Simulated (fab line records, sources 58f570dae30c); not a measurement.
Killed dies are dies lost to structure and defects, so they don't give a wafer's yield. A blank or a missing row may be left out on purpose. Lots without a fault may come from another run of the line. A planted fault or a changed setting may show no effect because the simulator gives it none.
Chamber matching | flow berkeley_cmos170 | UCB170_V2_CVD_00 on pecvd-04: 3 sister chambers
The step deposits SiO2 from TEOS/O2, target thk 2000 nm, time 250 s. 14 wafers are shown with their chamber, then 7 later ones without.

WAFERS WITH THEIR CHAMBER
wafer  | chamber | heater_power_w (W) | susceptor_temp_C (C)
L939.2 | 1       | 271                | 389.71
L939.5 | 0       | 202                | 390.03
L939.6 | 1       | 215                | 389.55
L948.1 | 1       | 289                | 389.81
L948.5 | 0       | 201                | 390.12
L948.6 | 1       | 215                | 390.17
L946.2 | 1       | 293                | 390.18
L946.3 | 2       | 239                | 389.74
L946.6 | 1       | 216                | 390.09
L952.1 | 2       | 286                | 389.90
L952.4 | 1       | 213                | 390.46
L952.6 | 2       | 199                | 390.06
L953.1 | 1       | 306                | 390.16
L953.2 | 0       | 213                | 390.14

SIGNATURES (means of the wafers above)
reading          | chamber 0 | chamber 1 | chamber 2 | scatter within a chamber
heater_power_w   | 205.33    | 252.25    | 241.33    | 37.9
susceptor_temp_C | 390.0967  | 390.0163  | 389.9000  | 0.25
Rule: a wafer's distance from a chamber is the root of the sum, over the readings, of the square of ((its reading less the chamber's mean) divided by the reading's scatter). The wafer belongs to the nearest chamber; if the next one is less than 2 further off, it can't be placed. The scatter: the root of (the sum of the squares of (reading less its chamber's mean) over the shown wafers, divided by (wafers less chambers)).

WAFERS WITHOUT THEIR CHAMBER
wafer  | heater_power_w (W) | susceptor_temp_C (C)
L953.3 | 288                | 390.00
L955.1 | 306                | 389.90
L955.3 | 288                | 389.73
L955.4 | 215                | 389.84
L959.1 | 238                | 389.90
L959.4 | 293                | 389.90
L959.6 | 201                | 389.85

WHICH CHAMBER EACH WENT THROUGH
wafer  | from the rows above          | in truth
L953.3 | can't be placed: 1 or 2 or 0 | 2
L955.1 | can't be placed: 1 or 2 or 0 | 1
L955.3 | can't be placed: 2 or 1 or 0 | 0
L955.4 | can't be placed: 2 or 0 or 1 | 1
L959.1 | can't be placed: 2 or 1 or 0 | 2
L959.4 | can't be placed: 1 or 2 or 0 | 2
L959.6 | can't be placed: 0 or 2 or 1 | 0
Placed correctly: 0 of 7. Can't be placed from these rows: 7 (the true chamber is among the candidates in 7). Placed wrongly: 0.
